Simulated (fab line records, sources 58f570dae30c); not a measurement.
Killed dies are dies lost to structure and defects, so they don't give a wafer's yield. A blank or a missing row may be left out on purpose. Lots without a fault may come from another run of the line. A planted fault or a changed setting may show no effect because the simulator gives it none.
Which tool did it? | flow berkeley_cmos170 | 14 lots, 42 wafers sampled, at 4 steps of a route of 331

WHAT THE GAUGES READ, wafer by wafer
UCB170_NSD_TW_MEAS_10.
lot  | measured     | on            | NSD_TW
L403 | day 6 16:02  | film_metro-03 | 4216 4228 4198
L404 | day 6 20:55  | film_metro-03 | 4211 4203 4198
L405 | day 6 21:08  | film_metro-01 | 4205 4219 4192
L409 | day 7 19:50  | film_metro-02 | 4213 4227 4232
L410 | day 8 02:01  | film_metro-02 | 4204 4235 4222
L408 | day 8 02:17  | film_metro-02 | 4238 4202 4225
L413 | day 9 01:22  | film_metro-03 | 4228 4198 4181
L414 | day 9 01:49  | film_metro-01 | 4200 4231 4230
L416 | day 9 08:11  | film_metro-01 | 4205 4196 4197
L417 | day 9 23:17  | film_metro-01 | 4202 4210 4193
L422 | day 10 18:02 | film_metro-03 | 4201 4170 4166
L423 | day 10 18:19 | film_metro-02 | 4272 4287 4261
L425 | day 11 03:44 | film_metro-02 | 4220 4209 4235
L424 | day 11 04:11 | film_metro-03 | 4253 4233 4268

UCB170_M2_CD_MEAS_15: target cd 700 nm.
lot  | measured     | on        | cd_nm (nm)
L403 | day 7 09:26  | cd_sem-01 | 702.0 700.2 700.7
L404 | day 7 15:11  | cd_sem-02 | 701.0 698.8 699.9
L405 | day 7 15:35  | cd_sem-01 | 699.4 700.8 700.1
L409 | day 8 15:49  | cd_sem-01 | 702.3 701.9 701.3
L410 | day 9 00:37  | cd_sem-01 | 699.2 698.9 699.2
L408 | day 9 00:20  | cd_sem-02 | 703.3 702.2 702.7
L413 | day 9 21:46  | cd_sem-01 | 701.5 700.7 699.7
L414 | day 9 21:11  | cd_sem-01 | 699.8 699.5 697.9
L422 | day 11 13:54 | cd_sem-01 | 697.8 698.7 698.0
L423 | day 11 13:25 | cd_sem-02 | 699.2 698.8 699.8
L425 | day 11 22:27 | cd_sem-01 | 700.3 700.0 700.1
L424 | day 11 22:43 | cd_sem-01 | 699.7 700.8 699.8

WHICH TOOL RAN EACH LOT (tool, then ch and the chambers of the sampled wafers, then the start)
lot  | UCB170_CONTACT_ETCH_18                        | UCB170_V1_STRIP_15
L403 | rie_diel-02 ch 0,1,3, day 7 07:03 or earlier  | plasma_asher-04 ch 0,1, day 7 07:03
L404 | rie_diel-04 ch 1,2, day 7 13:03 or earlier    | plasma_asher-03 ch 0,1, day 7 13:03
L405 | rie_diel-03 ch 0,2,3, day 7 13:10 or earlier  | plasma_asher-01 ch 0,1, day 7 13:10
L409 | rie_diel-03 ch 0,1, day 8 13:16 or earlier    | plasma_asher-04 ch 0,1, day 8 13:16
L410 | rie_diel-04 ch 1,2,3, day 8 21:22 or earlier  | plasma_asher-01 ch 0,1, day 8 21:22
L408 | rie_diel-03 ch 0,1, day 8 21:05 or earlier    | plasma_asher-03 ch 0,1, day 8 21:05
L413 | rie_diel-04 ch 1,2, day 9 18:40 or earlier    | plasma_asher-03 ch 0,1, day 9 18:40
L414 | rie_diel-03 ch 0,2,3, day 9 18:24 or earlier  | plasma_asher-03 ch 0,1, day 9 18:24
L416 | rie_diel-02 ch 0,1,3, day 10 04:59 or earlier | plasma_asher-03 ch 0,1, day 10 04:59
L417 | rie_diel-02 ch 1,3, day 10 13:14 or earlier   | plasma_asher-04 ch 0,1, day 10 13:14
L422 | rie_diel-02 ch 0,1,3, day 11 11:37 or earlier | plasma_asher-03 ch 0,1, day 11 11:37
L423 | rie_diel-04 ch 1,2, day 11 11:07 or earlier   | plasma_asher-04 ch 0,1, day 11 11:07
L425 | rie_diel-02 ch 0,1,2, day 11 19:33 or earlier | plasma_asher-04 ch 0,1, day 11 19:33
L424 | rie_diel-03 ch 1,3, day 11 19:49 or earlier   | plasma_asher-03 ch 0, day 11 19:49
- UCB170_CONTACT_ETCH_18: etches PSG in CHF3/CF4/Ar, stops on TiSi2, target depth 840 nm, time 195 s.
- UCB170_V1_STRIP_15: strips in O2.

WHAT THE TOOLS THEMSELVES READ (means of the sampled wafers that have a number; where no wafer has one, the mark that the record gives instead)
UCB170_CONTACT_ETCH_18.
lot  | tool        | CHF3_flow_sccm (sccm) | drypump_motor_current_A (A) | oes_product_au (a.u.) | throttle_valve_pct (%)
L403 | rie_diel-02 | 44.92                 | 5.6                         | 0.898                 | 6.95
L404 | rie_diel-04 | 45.15                 | 5.6                         | 0.877                 | 6.93
L405 | rie_diel-03 | 45.06                 | 5.8                         | 0.896                 | 6.91
L409 | rie_diel-03 | 44.98                 | 5.9                         | 0.897                 | 6.83
L410 | rie_diel-04 | 44.98                 | 5.7                         | 0.890                 | 6.88
L408 | rie_diel-03 | 45.11                 | 6.0                         | 0.899                 | 6.88
L413 | rie_diel-04 | 45.05                 | 5.6                         | 0.891                 | 6.94
L414 | rie_diel-03 | 44.98                 | 5.8                         | 0.897                 | 6.92
L416 | rie_diel-02 | 44.90                 | 5.6                         | 0.895                 | 6.95
L417 | rie_diel-02 | 45.03                 | 5.3                         | 0.889                 | 6.96
L422 | rie_diel-02 | 44.99                 | 5.5                         | 0.897                 | 6.96
L423 | rie_diel-04 | 45.06                 | 5.4                         | 0.884                 | 6.83
L425 | rie_diel-02 | 44.90                 | 5.4                         | 0.911                 | 6.96
L424 | rie_diel-03 | 44.94                 | 6.1                         | 0.919                 | 7.00

UCB170_V1_STRIP_15.
lot  | tool            | chamber_pressure_mTorr (mTorr) | drypump_motor_current_A (A) | oes_product_au (a.u.) | strip_time_to_endpoint_s (s)
L403 | plasma_asher-04 | 3499                           | 5.0                         | 0.726                 | 15.31
L404 | plasma_asher-03 | 3500                           | 5.4                         | 0.723                 | 15.27
L405 | plasma_asher-01 | 3498                           | 5.7                         | 0.719                 | 15.43
L409 | plasma_asher-04 | 3498                           | 5.2                         | 0.720                 | 15.26
L410 | plasma_asher-01 | 3501                           | 5.5                         | 0.727                 | 15.31
L408 | plasma_asher-03 | 3499                           | 5.4                         | 0.723                 | 15.34
L413 | plasma_asher-03 | 3500                           | 5.3                         | 0.719                 | 15.50
L414 | plasma_asher-03 | 3499                           | 5.3                         | 0.720                 | 15.31
L416 | plasma_asher-03 | -                              | -                           | -                     | -
L417 | plasma_asher-04 | -                              | -                           | -                     | -
L422 | plasma_asher-03 | 3495                           | 5.3                         | 0.723                 | 15.40
L423 | plasma_asher-04 | 3498                           | 5.0                         | 0.720                 | 15.32
L425 | plasma_asher-04 | 3501                           | 5.0                         | 0.721                 | 15.37
L424 | plasma_asher-03 | 3501                           | 5.4                         | 0.728                 | 15.39

THE ANSWER, worked out from the rows above alone
Rule: what is usual is taken from the lots themselves. Put in order of their means at a reading, lots are off if they are a third of the lots or fewer, leave a main group of 4 or more, and stand apart from it by a gap of 3 or more times the standard deviation of the main group's means; of several such gaps the widest counts. A main group whose means are all the same, to the digits that the tables above print for the reading, isn't used. A lot without any number at a reading at which 4 lots or more have one is off too. The other lots that the step has rows for count as sound. The gauges are gone through in route order, then the tools' own readings, and for those a lot's mean is taken as printed above. The first step at which some lot is off is used, and at that step the reading that is off furthest; a lot without a number counts as furthest.
Off: L416, L417, at UCB170_V1_STRIP_15 (chamber_pressure_mTorr). Without a number there: L416, L417. The main group: mean 3499 mTorr, standard deviation 1.7.
A tool fits if, at that step or a process step before it, it ran every lot that is off, and no sound lot after the first of them. UCB170_CONTACT_ETCH_18 gives no start for some lots, so the hours and the order of its lots are those of UCB170_V1_STRIP_15. None of those tried fits.

WHAT THE SIMULATOR HAD PUT IN
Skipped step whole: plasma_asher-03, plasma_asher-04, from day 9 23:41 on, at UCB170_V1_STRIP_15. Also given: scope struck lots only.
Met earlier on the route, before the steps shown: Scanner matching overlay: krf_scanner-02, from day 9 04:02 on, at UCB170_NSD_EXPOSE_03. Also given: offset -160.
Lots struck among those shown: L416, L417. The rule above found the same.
